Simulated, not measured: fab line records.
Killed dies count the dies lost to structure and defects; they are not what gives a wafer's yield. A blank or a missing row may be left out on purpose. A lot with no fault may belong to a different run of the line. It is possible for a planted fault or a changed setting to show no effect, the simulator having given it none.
fab line records ; flow rit-cmos
[record] lots = 6; wafers = 18; last-day = 7
route steps=202 shown SPACER@130 NSD@131 PSD@142 M1@202
lots untouched by any fault: they come from a run of this same line in which no faults occurred
start-h: hours from the record's opening day to when the first of the lot's shown wafers began ; wait-h: hours from the lot's prior step to this one ; " unchanged from the row above ; L1.1+2: one row covering several wafers at once ; - no value, or no start given ; * or withheld: withheld ; < > ~ a bound
route shown NAME@n: a module of which the file shows steps, and the number in the route of the first ; usual: mean/standard deviation of fault-free wafers ; same: alike in all rows ; chamber/n: place in a boat ; sites: per-site readings ; _std_site: standard deviation across them ; _edge_site: inner sites' mean taken away from outer sites' mean ; radius-mm: for every site, how far away it sits from the centre of the wafer ; mask NAME#n: copy n ; behind: tool/chamber where the wafer was last shaped ; hold: cause of the lot's hold/its duration in hours/its outcome ; device: which transistor (n, p or np) failed to switch ; end of line: the tests these same wafers got at the end of their route ; a step with no rows: only its recipe ; killed: dies lost to structure and defects at the first sort, not the wafer's yield ; map: a wafer's dies, marking killed ones x, the rest . and places with no die _
set.NAME: the run value of the setting; set.NAME@STEP: its run value at that earlier step ; model.NAME: the simulator's own value behind a step, which no gauge read
lots seen at some steps along the route; tables by step, rows by wafer
services: from which hour (start-h, from the record's first day; less than 0 if before it) a tool's chamber was out of use, for how many hours, and why
[[steps]]
[step RIT_SPACER_ETCHBACK_05]
[recipe] target-depth-a = 2500; SF6_flow_sccm = 30; CHF3_flow_sccm = 30; target = Si3N4; chemistry = SF6/CHF3; pressure-mtorr = 40; rf-w = 250; time-s = 240; stop-on = SiO2
[usual] drypump-motor-current-A = 5.6/0.41; oes-product-au = 0.849/0.014; throttle-valve-pct = 10.19/0.15
lot.wafer;tool;chamber;start-h;wait-h;drypump-motor-current-A;oes-product-au;rf-hours-counter-h;throttle-valve-pct
L739.1;rie-diel-04;0;89.45;0.1;5.6;0.812;46;10.18
L739.3;rie-diel-04;3;89.45;0.1;6.0;0.841;113;10.00
L739.4;rie-diel-04;1;89.45;0.1;5.3;0.851;7;9.92
L747.2;rie-diel-04;1;122.55;0.0;5.3;0.863;8;9.92
L747.4;rie-diel-04;2;122.55;0.0;5.6;0.850;106;10.30
L747.6;rie-diel-04;1;122.55;0.0;5.3;0.848;-;9.91
L748.2;rie-diel-04;3;127.39;0.0;6.0;0.829;114;10.02
L748.4;rie-diel-04;1;127.39;0.0;5.3;0.852;8;9.91
L748.6;rie-diel-04;3;127.39;0.0;6.0;0.822;-;10.01
L749.1;rie-diel-01;3;131.18;0.1;6.0;0.870;75;10.33
L749.2;rie-diel-01;2;131.18;0.1;4.8;0.872;1;10.18
L749.3;rie-diel-01;0;131.18;0.1;5.8;0.857;8;10.28
L752.2;rie-diel-03;1;147.17;0.0;5.6;0.841;117;10.26
L752.4;rie-diel-03;2;147.17;0.0;5.7;0.842;4;10.29
L752.5;rie-diel-03;2;147.17;0.0;5.7;0.833;-;10.29
L755.2;rie-diel-03;1;162.87;0.0;5.5;0.838;117;10.26
L755.5;rie-diel-03;0;162.87;0.0;6.3;0.834;-;10.13
L755.6;rie-diel-03;3;162.87;0.0;4.8;0.842;-;10.39
[step RIT_NSD_HMDS_00]
[recipe] prime-time-s = 60; prime-temp-c = 140
[step RIT_NSD_COAT_01]
[recipe] resist = NOVOLAK; spin-rpm = 3250; resist-thk-nm = 1000
[step RIT_NSD_SOFTBAKE_02]
[recipe] resist = NOVOLAK; temp-c = 90; time-s = 60
[step RIT_NSD_EXPOSE_03]
[recipe] mask-id = M9; na = 0.57; target-cd-nm = 40700; dose-mj = 250
[step RIT_NSD_PEB_04]
[recipe] resist = NOVOLAK; temp-c = withheld; time-s = withheld
[step RIT_NSD_DEVELOP_05]
[recipe] resist = NOVOLAK; develop-time-s = 50; dev-temp-c = 23
[step RIT_NSD_OVL_MEAS_06]
[usual] NSD_OVL = 0.8/1.3
lot.wafer;tool;chamber;start-h;wait-h;NSD_OVL[nm]
L739.1;overlay-02;-;90.62;-;2.2
L739.3;overlay-02;-;90.62;-;3.3
L739.4;overlay-02;-;90.62;-;1.0
L747.2;overlay-01;-;123.56;-;1.8
L747.4;overlay-01;-;123.56;-;0.9
L747.6;overlay-01;-;123.56;-;1.3
L748.2;overlay-01;-;128.52;-;-1.1
L748.4;overlay-01;-;128.52;-;0.7
L748.6;overlay-01;-;128.52;-;-2.0
L749.1;overlay-01;-;132.18;-;1.9
L749.2;overlay-01;-;132.18;-;4.1
L749.3;overlay-01;-;132.18;-;1.4
L752.2;overlay-02;-;148.18;-;0.1
L752.4;overlay-02;-;148.18;-;0.0
L752.5;overlay-02;-;148.18;-;0.5
L755.2;overlay-01;-;163.87;-;2.5
L755.5;overlay-01;-;163.87;-;1.4
L755.6;overlay-01;-;163.87;-;1.2
[step RIT_NSD_HARDBAKE_07]
[recipe] resist = NOVOLAK; temp-c = 140; time-s = 60
[step RIT_NSD_IMPLANT_08]
[recipe] species = P; energy-kev = 25; dose-cm2 = 1e+15; tilt-deg = 7
[step RIT_NSD_STRIP_09]
[recipe] chemistry = O2; time-s = 180; resist = NOVOLAK; platen-temp-c = withheld; power-w = 500; pressure-mtorr = 4000; o2-flow-sccm = 4000
[usual] drypump-motor-current-A = 5.76/0.23
lot.wafer;tool;chamber;start-h;wait-h;drypump-motor-current-A;rf-hours-counter-h
L739.1;plasma-asher-03;1;91.20;0.1;5.74;45
L739.3;plasma-asher-03;1;91.20;0.1;5.73;-
L739.4;plasma-asher-03;0;91.20;0.1;5.39;-
L747.2;plasma-asher-03;0;123.89;0.1;5.40;1
L747.4;plasma-asher-03;1;123.89;0.1;5.73;-
L747.6;plasma-asher-03;0;123.89;0.1;5.43;-
L748.2;plasma-asher-01;1;128.85;0.1;6.09;47
L748.4;plasma-asher-01;0;128.85;0.1;5.74;-
L748.6;plasma-asher-01;1;128.85;0.1;6.06;-
L749.1;plasma-asher-02;1;132.52;0.1;6.00;35
L749.2;plasma-asher-02;0;132.52;0.1;5.78;35
L749.3;plasma-asher-02;1;132.52;0.1;5.99;-
L752.2;plasma-asher-02;1;148.51;0.1;6.03;36
L752.4;plasma-asher-02;1;148.51;0.1;6.02;-
L752.5;plasma-asher-02;1;148.51;0.1;6.04;-
L755.2;plasma-asher-01;0;164.20;0.1;5.72;51
L755.5;plasma-asher-01;0;164.20;0.1;5.75;-
L755.6;plasma-asher-01;1;164.20;0.1;6.03;-
[step RIT_NSD_TW_MEAS_10]
[usual] NSD_TW = 3109/20
lot.wafer;tool;chamber;start-h;wait-h;NSD_TW
L739.1;film-metro-01;-;91.38;0.1;3104
L739.3;film-metro-01;-;91.38;0.1;3081
L739.4;film-metro-01;-;91.38;0.1;3084
L747.2;film-metro-03;-;124.07;0.1;3126
L747.4;film-metro-03;-;124.07;0.1;3119
L747.6;film-metro-03;-;124.07;0.1;3129
L748.2;film-metro-03;-;129.04;0.1;3109
L748.4;film-metro-03;-;129.04;0.1;3119
L748.6;film-metro-03;-;129.04;0.1;3125
L749.1;film-metro-02;-;132.69;0.1;3117
L749.2;film-metro-02;-;132.69;0.1;3125
L749.3;film-metro-02;-;132.69;0.1;3124
L752.2;film-metro-03;-;148.69;0.1;3138
L752.4;film-metro-03;-;148.69;0.1;3144
L752.5;film-metro-03;-;148.69;0.1;3141
L755.2;film-metro-01;-;164.39;0.1;3097
L755.5;film-metro-01;-;164.39;0.1;3093
L755.6;film-metro-01;-;164.39;0.1;3097
[step RIT_PSD_HMDS_00]
[recipe] prime-time-s = 60; prime-temp-c = 140
[usual] prime-temp-c = 139.97/0.14
lot.wafer;tool;chamber;start-h;wait-h;prime-temp-c
L739.1;litho-track-02;0;91.44;0.1;140.26
L739.3;litho-track-02;0;91.44;0.1;139.75
L739.4;litho-track-02;0;91.44;0.1;139.90
L747.2;litho-track-02;0;124.15;0.1;140.10
L747.4;litho-track-02;0;124.15;0.1;139.85
L747.6;litho-track-02;0;124.15;0.1;139.92
L748.2;litho-track-02;0;129.11;0.1;132.89
L748.4;litho-track-02;0;129.11;0.1;133.14
L748.6;litho-track-02;0;129.11;0.1;132.78
L749.1;litho-track-02;0;132.75;0.1;133.04
L749.2;litho-track-02;0;132.75;0.1;132.95
L749.3;litho-track-02;0;132.75;0.1;132.94
L752.2;litho-track-01;0;148.77;0.1;140.00
L752.4;litho-track-01;0;148.77;0.1;139.84
L752.5;litho-track-01;0;148.77;0.1;139.77
L755.2;litho-track-01;0;164.46;0.1;139.88
L755.5;litho-track-01;0;164.46;0.1;140.15
L755.6;litho-track-01;0;164.46;0.1;139.94
[step RIT_PSD_COAT_01]
[recipe] resist = NOVOLAK; spin-rpm = 3250; resist-thk-nm = 1000
[step RIT_M1_PROBE_99]
[usual] killed-at-contacts = 0.1/0.37; killed-at-front-end = 6.9/2.9; killed-dies = 7.1/2.9; killed-open = 3.3/1.8; killed-short = 3.6/2.2
[same] gross-dies = 264; killed_at_M0_to_M3 = 0; killed_at_M4_up = 0; killed-at-back-side = 0; killed-at-other = 0
lot.wafer;tool;chamber;start-h;wait-h;killed-at-contacts;killed-at-front-end;killed-dies;killed-open;killed-short
L739.1;prober-01;-;101.40;0.1;1;6;7;2;4
L739.3;prober-01;-;101.50;0.2;0;9;9;8;1
L739.4;prober-01;-;101.55;0.2;0;7;7;4;3
L747.2;prober-01;-;133.52;0.1;0;8;8;2;6
L747.4;prober-01;-;133.62;0.2;0;4;4;3;1
L747.6;prober-01;-;133.72;0.2;0;7;7;3;4
L748.2;prober-02;-;138.89;0.1;0;10;10;4;6
L748.4;prober-02;-;138.99;0.2;0;6;6;2;4
L748.6;prober-02;-;139.09;0.2;0;5;5;3;2
L749.1;prober-01;-;142.69;0.1;0;3;3;2;1
L749.2;prober-01;-;142.74;0.1;0;8;8;5;3
L749.3;prober-01;-;142.79;0.2;0;6;6;3;3
L752.2;prober-02;-;158.21;0.1;0;4;4;1;3
L752.4;prober-02;-;158.31;0.2;1;1;2;0;1
L752.5;prober-02;-;158.36;0.2;1;5;6;1;4
L755.2;prober-01;-;174.23;0.1;0;9;9;7;2
L755.5;prober-01;-;174.38;0.2;0;9;9;4;5
L755.6;prober-01;-;174.43;0.2;0;7;7;2;5
// killed by level:class
L739.1 FOX1:geometric-particle:short=2 FOX1:geometric-particle:open=1 GATE:geometric-particle:open=1 SPACER:geometric-particle:short=1 CONTACT:geometric-particle:short=1 PRETRO:coat-microbubble-printed=1
L739.3 GATE:geometric-particle:open=4 SPACER:geometric-particle:open=2 FOX1:geometric-particle:open=1 FOX2:geometric-particle:short=1 FOX2:geometric-particle:open=1
L739.4 GATE:geometric-particle:open=3 GATE:geometric-particle:short=2 REOX:geometric-particle:open=1 SILICIDE:geometric-particle:short=1
L747.2 GATE:geometric-particle:short=4 FOX2:geometric-particle:short=1 FOX2:geometric-particle:open=1 GATE:geometric-particle:open=1 SPACER:geometric-particle:short=1
L747.4 GATE:geometric-particle:open=1 GATE:geometric-particle:short=1 REOX:geometric-particle:open=1 SILICIDE:geometric-particle:open=1
L747.6 FOX1:geometric-particle:open=2 FOX2:geometric-particle:short=1 GATE:geometric-particle:short=1 SPACER:geometric-particle:short=1 SPACER:geometric-particle:open=1 SILICIDE:geometric-particle:short=1
L748.2 FOX1:geometric-particle:short=3 GATE:geometric-particle:short=2 FOX1:geometric-particle:open=1 GATE:geometric-particle:open=1 REOX:geometric-particle:open=1 REOX:geometric-particle:short=1 SILICIDE:geometric-particle:open=1
L748.4 SILICIDE:geometric-particle:short=2 FOX1:geometric-particle:open=1 FOX1:geometric-particle:short=1 GATE:geometric-particle:short=1 REOX:geometric-particle:open=1
L748.6 FOX1:geometric-particle:open=2 GATE:geometric-particle:short=1 GATE:geometric-particle:open=1 REOX:geometric-particle:short=1
L749.1 FOX1:geometric-particle:short=1 FOX1:geometric-particle:open=1 SILICIDE:geometric-particle:open=1
L749.2 GATE:geometric-particle:open=4 SPACER:geometric-particle:short=2 REOX:geometric-particle:open=1 SILICIDE:geometric-particle:short=1
L749.3 GATE:geometric-particle:short=2 FOX1:geometric-particle:open=1 GATE:geometric-particle:open=1 REOX:geometric-particle:short=1 SPACER:geometric-particle:open=1
L752.2 GATE:geometric-particle:short=2 FOX2:geometric-particle:open=1 SILICIDE:geometric-particle:short=1
L752.4 GATE:geometric-particle:short=1 CONTACT:coat-microbubble-printed=1
L752.5 GATE:geometric-particle:short=2 GATE:geometric-particle:open=1 REOX:geometric-particle:short=1 SILICIDE:geometric-particle:short=1 CONTACT:coat-microbubble-printed=1
L755.2 GATE:geometric-particle:open=3 REOX:geometric-particle:open=2 FOX1:geometric-particle:open=1 FOX2:geometric-particle:short=1 GATE:geometric-particle:short=1 SILICIDE:geometric-particle:open=1
L755.5 FOX1:geometric-particle:short=3 REOX:geometric-particle:open=2 FOX1:geometric-particle:open=1 GATE:geometric-particle:short=1 REOX:geometric-particle:short=1 SPACER:geometric-particle:open=1
L755.6 FOX1:geometric-particle:short=1 GATE:geometric-particle:open=1 GATE:geometric-particle:short=1 SPACER:geometric-particle:short=1 SILICIDE:geometric-particle:short=1 SILICIDE:geometric-particle:open=1 STARTING-WAFER:geometric-particle:short=1
[[services]]
tool;chamber;start-h;hours;kind
plasma-asher-02;-;67.84;9.9;pm
rie-diel-03;0;101.25;13.4;repair
plasma-asher-03;-;108.75;9.0;pm
plasma-asher-03;0;108.75;9.0;vent-cycle
plasma-asher-03;1;108.75;9.0;vent-cycle
rie-diel-01;3;115.03;3.0;repair
plasma-asher-03;0;117.75;-;clean
plasma-asher-03;1;117.75;-;clean
[[key]]
[first-sign] step = RIT_PSD_HMDS_00; reading = prime-temp-c; direction = down; sigmas = 50; usual = *; struck = *
effect none on later readings
met-at RIT_PSD_HMDS_00
struck-wafers L748.2,L748.4,L748.6,L749.1,L749.2,L749.3
tester-left-out L748,L749
onset-between 124.15 129.11
[fault] kind = process-parameter-drift; tool = litho-track-02; chamber = -; onset-h = 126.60; steps = RIT_PSD_HMDS_00; channel = prime-temp-c; offset = *; shape = step; end-h = 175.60; acts-in = *; stated = *
// tester-left-out: of these lots the tester's yield and bins aren't shown, on N5 and GAA mostly nor the transistor test; their killed dies are dies lost to structure and defects alone, not to doping, threshold or leakage, so they don't give the yield
